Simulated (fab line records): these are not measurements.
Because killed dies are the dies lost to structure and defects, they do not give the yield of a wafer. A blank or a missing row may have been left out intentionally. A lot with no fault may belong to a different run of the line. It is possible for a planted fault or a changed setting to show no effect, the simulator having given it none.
Which tool was responsible? :: flow berkeley-cmos170 :: 14 lots with 42 wafers sampled at 5 steps, on a route of 331 steps

== WHAT EACH GAUGE READ, for each wafer ==
UCB170_NWELL_THK_MEAS_05.
lot: L855
measured: day 2 11:20
on: film-metro-01
NWELL_NITRIDE_THK (nm): 222.6 224.2 223.5

lot: L856
measured: day 2 17:53
on: film-metro-01
NWELL_NITRIDE_THK (nm): 220.1 220.2 220.4

lot: L857
measured: day 3 01:14
on: film-metro-04
NWELL_NITRIDE_THK (nm): 225.4 224.2 224.4

lot: L858
measured: day 3 04:24
on: film-metro-01
NWELL_NITRIDE_THK (nm): 221.5 220.4 224.0

lot: L863
measured: day 4 05:11
on: film-metro-04
NWELL_NITRIDE_THK (nm): 300.6 300.2 299.8

lot: L864
measured: day 4 10:06
on: film-metro-01
NWELL_NITRIDE_THK (nm): 228.3 227.9 228.1

lot: L865
measured: day 4 14:29
on: film-metro-02
NWELL_NITRIDE_THK (nm): 308.2 304.6 306.3

lot: L868
measured: day 5 07:05
on: film-metro-04
NWELL_NITRIDE_THK (nm): 224.2 224.8 224.9

lot: L869
measured: day 5 07:05
on: film-metro-01
NWELL_NITRIDE_THK (nm): 228.6 227.5 227.6

lot: L870
measured: day 5 14:24
on: film-metro-02
NWELL_NITRIDE_THK (nm): 224.4 224.3 221.7

lot: L875
measured: day 6 16:08
on: film-metro-04
NWELL_NITRIDE_THK (nm): 227.2 227.4 229.3

lot: L876
measured: day 6 16:10
on: film-metro-02
NWELL_NITRIDE_THK (nm): 228.8 229.1 229.1

lot: L877
measured: day 7 06:46
on: film-metro-04
NWELL_NITRIDE_THK (nm): 226.1 227.3 225.2

lot: L878
measured: day 7 06:46
on: film-metro-01
NWELL_NITRIDE_THK (nm): 228.2 228.6 228.7

UCB170_ACTIVE_OVL_MEAS_14.
lot: L855
measured: day 4 12:19
on: overlay-02
ACTIVE_OVL (nm): 4 2 6

lot: L856
measured: day 5 04:32
on: overlay-01
ACTIVE_OVL (nm): 7 4 2

lot: L857
measured: day 5 15:14
on: overlay-01
ACTIVE_OVL (nm): 2 6 -1

lot: L858
measured: day 5 15:27
on: overlay-02
ACTIVE_OVL (nm): -6 -3 -11

lot: L863
measured: day 6 11:11
on: overlay-02
ACTIVE_OVL (nm): -7 -12 -2

lot: L864
measured: day 6 18:53
on: overlay-02
ACTIVE_OVL (nm): -4 5 4

lot: L865
measured: day 6 18:33
on: overlay-01
ACTIVE_OVL (nm): 4 4 10

lot: L868
measured: day 7 23:17
on: overlay-01
ACTIVE_OVL (nm): 22 4 11

lot: L869
measured: day 7 23:32
on: overlay-02
ACTIVE_OVL (nm): 9 7 -2

lot: L870
measured: day 8 17:11
on: overlay-02
ACTIVE_OVL (nm): 0 -6 -3

lot: L875
measured: day 9 05:06
on: overlay-01
ACTIVE_OVL (nm): -3 2 -11

lot: L876
measured: day 9 04:27
on: overlay-01
ACTIVE_OVL (nm): 14 -1 12

lot: L877
measured: day 10 09:31
on: overlay-02
ACTIVE_OVL (nm): -7 -11 -9

lot: L878
measured: day 9 16:08
on: overlay-02
ACTIVE_OVL (nm): -11 -2 -4

UCB170_NLDD_OVL_MEAS_07.
lot: L855
measured: day 6 22:00
on: overlay-01
NLDD_OVL (nm): 3 9 1

lot: L856
measured: day 7 23:11
on: overlay-02
NLDD_OVL (nm): -1 -3 -2

lot: L857
measured: day 8 14:41
on: overlay-02
NLDD_OVL (nm): 5 3 1

lot: L858
measured: day 8 14:14
on: overlay-01
NLDD_OVL (nm): -5 -2 0

lot: L863
measured: day 8 23:35
on: overlay-02
NLDD_OVL (nm): 13 5 5

lot: L864
measured: day 9 11:12
on: overlay-02
NLDD_OVL (nm): -11 -10 0

lot: L865
measured: day 9 11:16
on: overlay-01
NLDD_OVL (nm): 2 10 8

lot: L868
measured: day 10 09:12
on: overlay-02
NLDD_OVL (nm): -10 -1 2

lot: L869
measured: day 10 11:58
on: overlay-01
NLDD_OVL (nm): -1 -2 -3

lot: L870
measured: day 10 22:03
on: overlay-02
NLDD_OVL (nm): -1 -1 -4

lot: L875
measured: day 11 12:45
on: overlay-01
NLDD_OVL (nm): -3 -2 -4

lot: L876
measured: day 11 12:25
on: overlay-02
NLDD_OVL (nm): -2 3 -1

lot: L877
measured: day 13 11:41
on: overlay-02
NLDD_OVL (nm): -3 0 0

lot: L878
measured: day 12 04:57
on: overlay-01
NLDD_OVL (nm): -9 3 -5

== EACH LOT AND THE TOOL THAT RAN IT (in order: tool; ch and the chambers of the sampled wafers; start) ==
lot: L855
UCB170_NWELL_CVD_04: lpcvd-02 ch 0, day 2 09:24
UCB170_NWELL_ETCH_13: rie-diel-03 ch 0,2,3, day 2 12:30

lot: L856
UCB170_NWELL_CVD_04: lpcvd-02 ch 0, day 2 15:56
UCB170_NWELL_ETCH_13: rie-diel-02 ch 1,2, day 2 19:24

lot: L857
UCB170_NWELL_CVD_04: lpcvd-01 ch 1, day 2 23:17
UCB170_NWELL_ETCH_13: rie-diel-02 ch 1,2, day 3 02:31

lot: L858
UCB170_NWELL_CVD_04: lpcvd-02 ch 1, day 3 02:28
UCB170_NWELL_ETCH_13: rie-diel-03 ch 0,2, day 3 05:41

lot: L863
UCB170_NWELL_CVD_04: lpcvd-02 ch 0, day 4 03:13
UCB170_NWELL_ETCH_13: rie-diel-03 ch 0,2,3, day 4 06:13

lot: L864
UCB170_NWELL_CVD_04: lpcvd-01 ch 0, day 4 07:12
UCB170_NWELL_ETCH_13: rie-diel-02 ch 1,2,3, day 4 11:58

lot: L865
UCB170_NWELL_CVD_04: lpcvd-02 ch 0, day 4 12:32
UCB170_NWELL_ETCH_13: rie-diel-02 ch 0,1,3, day 4 15:28

lot: L868
UCB170_NWELL_CVD_04: lpcvd-01 ch 0, day 5 05:09
UCB170_NWELL_ETCH_13: rie-diel-03 ch 1,2,3, day 5 08:49

lot: L869
UCB170_NWELL_CVD_04: lpcvd-01 ch 1, day 5 05:09
UCB170_NWELL_ETCH_13: rie-diel-02 ch 0,1,3, day 5 08:38

lot: L870
UCB170_NWELL_CVD_04: lpcvd-01 ch 1, day 5 12:28
UCB170_NWELL_ETCH_13: rie-diel-04 ch 0,1,3, day 5 16:25

lot: L875
UCB170_NWELL_CVD_04: lpcvd-01 ch 1, day 6 14:12
UCB170_NWELL_ETCH_13: rie-diel-04 ch 1,2,3, day 6 17:12

lot: L876
UCB170_NWELL_CVD_04: lpcvd-01 ch 1, day 6 14:12
UCB170_NWELL_ETCH_13: rie-diel-02 ch 0,3, day 6 17:19

lot: L877
UCB170_NWELL_CVD_04: lpcvd-01 ch 1, day 7 04:50
UCB170_NWELL_ETCH_13: rie-diel-03 ch 0,1,2, day 7 09:04

lot: L878
UCB170_NWELL_CVD_04: lpcvd-01 ch 0, day 7 04:50
UCB170_NWELL_ETCH_13: rie-diel-02 ch 0,2, day 7 09:05
- UCB170_NWELL_CVD_04: deposits Si3N4 from SiH2Cl2/NH3, target thk 224 nm, time 3360 s.
- UCB170_NWELL_ETCH_13: etches Si3N4 in CH3F/Ar/O2, stops on SiO2, target depth 246.4 nm, time 154 s.

== AS READ BY THE TOOLS THEMSELVES (means over the sampled wafers that have a number; for cases with no such wafer, the mark the record gives instead) ==
UCB170_NWELL_CVD_04.
lot: L855
tool: lpcvd-02
nh3-flow-sccm (sccm): 75.33
pressure-mtorr (mTorr): 200.5
spike-tc-load-C (C): 822.0

lot: L856
tool: lpcvd-02
nh3-flow-sccm (sccm): 74.82
pressure-mtorr (mTorr): 199.8
spike-tc-load-C (C): 822.9

lot: L857
tool: lpcvd-01
nh3-flow-sccm (sccm): 74.86
pressure-mtorr (mTorr): 200.0
spike-tc-load-C (C): 823.2

lot: L858
tool: lpcvd-02
nh3-flow-sccm (sccm): 74.77
pressure-mtorr (mTorr): 200.1
spike-tc-load-C (C): 823.3

lot: L863
tool: lpcvd-02
nh3-flow-sccm (sccm): 75.25
pressure-mtorr (mTorr): 200.2
spike-tc-load-C (C): 823.4

lot: L864
tool: lpcvd-01
nh3-flow-sccm (sccm): 75.06
pressure-mtorr (mTorr): 200.5
spike-tc-load-C (C): 823.0

lot: L865
tool: lpcvd-02
nh3-flow-sccm (sccm): 74.92
pressure-mtorr (mTorr): 199.6
spike-tc-load-C (C): 822.6

lot: L868
tool: lpcvd-01
nh3-flow-sccm (sccm): 74.71
pressure-mtorr (mTorr): 200.0
spike-tc-load-C (C): 822.7

lot: L869
tool: lpcvd-01
nh3-flow-sccm (sccm): 74.85
pressure-mtorr (mTorr): 199.9
spike-tc-load-C (C): 823.5

lot: L870
tool: lpcvd-01
nh3-flow-sccm (sccm): 75.01
pressure-mtorr (mTorr): 200.5
spike-tc-load-C (C): 822.8

lot: L875
tool: lpcvd-01
nh3-flow-sccm (sccm): 74.92
pressure-mtorr (mTorr): 199.7
spike-tc-load-C (C): 824.1

lot: L876
tool: lpcvd-01
nh3-flow-sccm (sccm): 74.61
pressure-mtorr (mTorr): 200.1
spike-tc-load-C (C): 823.3

lot: L877
tool: lpcvd-01
nh3-flow-sccm (sccm): 74.76
pressure-mtorr (mTorr): 200.1
spike-tc-load-C (C): 822.6

lot: L878
tool: lpcvd-01
nh3-flow-sccm (sccm): 74.99
pressure-mtorr (mTorr): 200.3
spike-tc-load-C (C): 822.7

UCB170_NWELL_ETCH_13.
lot: L855
tool: rie-diel-03
drypump-motor-current-A (A): 5.8
oes-product-au (a.u.): 0.941
throttle-valve-pct (%): 8.12

lot: L856
tool: rie-diel-02
drypump-motor-current-A (A): 5.3
oes-product-au (a.u.): 0.945
throttle-valve-pct (%): 7.88

lot: L857
tool: rie-diel-02
drypump-motor-current-A (A): 5.3
oes-product-au (a.u.): 0.957
throttle-valve-pct (%): 7.87

lot: L858
tool: rie-diel-03
drypump-motor-current-A (A): 5.6
oes-product-au (a.u.): 0.928
throttle-valve-pct (%): 8.12

lot: L863
tool: rie-diel-03
drypump-motor-current-A (A): 5.9
oes-product-au (a.u.): 0.993
throttle-valve-pct (%): 8.13

lot: L864
tool: rie-diel-02
drypump-motor-current-A (A): 5.6
oes-product-au (a.u.): 0.958
throttle-valve-pct (%): 7.91

lot: L865
tool: rie-diel-02
drypump-motor-current-A (A): 5.6
oes-product-au (a.u.): 0.994
throttle-valve-pct (%): 7.91

lot: L868
tool: rie-diel-03
drypump-motor-current-A (A): 5.9
oes-product-au (a.u.): 0.945
throttle-valve-pct (%): 8.20

lot: L869
tool: rie-diel-02
drypump-motor-current-A (A): 5.6
oes-product-au (a.u.): 0.951
throttle-valve-pct (%): 7.92

lot: L870
tool: rie-diel-04
drypump-motor-current-A (A): 5.5
oes-product-au (a.u.): 0.944
throttle-valve-pct (%): 7.97

lot: L875
tool: rie-diel-04
drypump-motor-current-A (A): 5.7
oes-product-au (a.u.): 0.954
throttle-valve-pct (%): 7.99

lot: L876
tool: rie-diel-02
drypump-motor-current-A (A): 5.6
oes-product-au (a.u.): 0.949
throttle-valve-pct (%): 7.94

lot: L877
tool: rie-diel-03
drypump-motor-current-A (A): 5.7
oes-product-au (a.u.): 0.944
throttle-valve-pct (%): 8.20

lot: L878
tool: rie-diel-02
drypump-motor-current-A (A): 5.3
oes-product-au (a.u.): 0.962
throttle-valve-pct (%): 7.91

== THE ANSWER, worked out from the rows above alone ==
Rule: usual is defined by the lots themselves. Put in order of their means at a reading, lots are off if they are a third of the lots or fewer, leave a main group of 4 or more, and stand apart from it by a gap of 3 or more times the standard deviation of the main group's means; of several such gaps the widest counts. A main group is skipped when, at the precision printed for the reading in the tables above, its means are all equal. Also off: a lot with no number at a reading for which 4 or more lots have one. Where the step has rows for the other lots, those lots are counted as sound. After the gauges, taken in route order, come the tools' own readings; for these a lot's mean is taken, as printed above. The first step at which some lot is off is used, and at that step the reading that is off furthest; a lot without a number counts as furthest.
Off: at UCB170_NWELL_THK_MEAS_05 (NWELL_NITRIDE_THK), L863, L865. The main group: mean 225.5 nm, standard deviation 2.7.
A tool fits if, at a process step before that reading, it ran every lot that is off, and no sound lot after the first of them. The gauges at UCB170_NWELL_THK_MEAS_05 aren't tried: what is off there is off at UCB170_NWELL_ETCH_13 too, on other tools, and a gauge's error can't cause that. One fits: lpcvd-02 at UCB170_NWELL_CVD_04. Its last sound lot is L858 (day 3 02:28), its first lot that is off L863 (day 4 03:13): a fault that began between those two fits.

== WHAT THE SIMULATOR PUT IN ==
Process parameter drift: lpcvd-02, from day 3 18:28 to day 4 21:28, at UCB170_NWELL_CVD_04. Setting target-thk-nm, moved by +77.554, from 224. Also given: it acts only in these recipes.
Lots struck among those shown: L863, L865. The rule above reached the same finding.
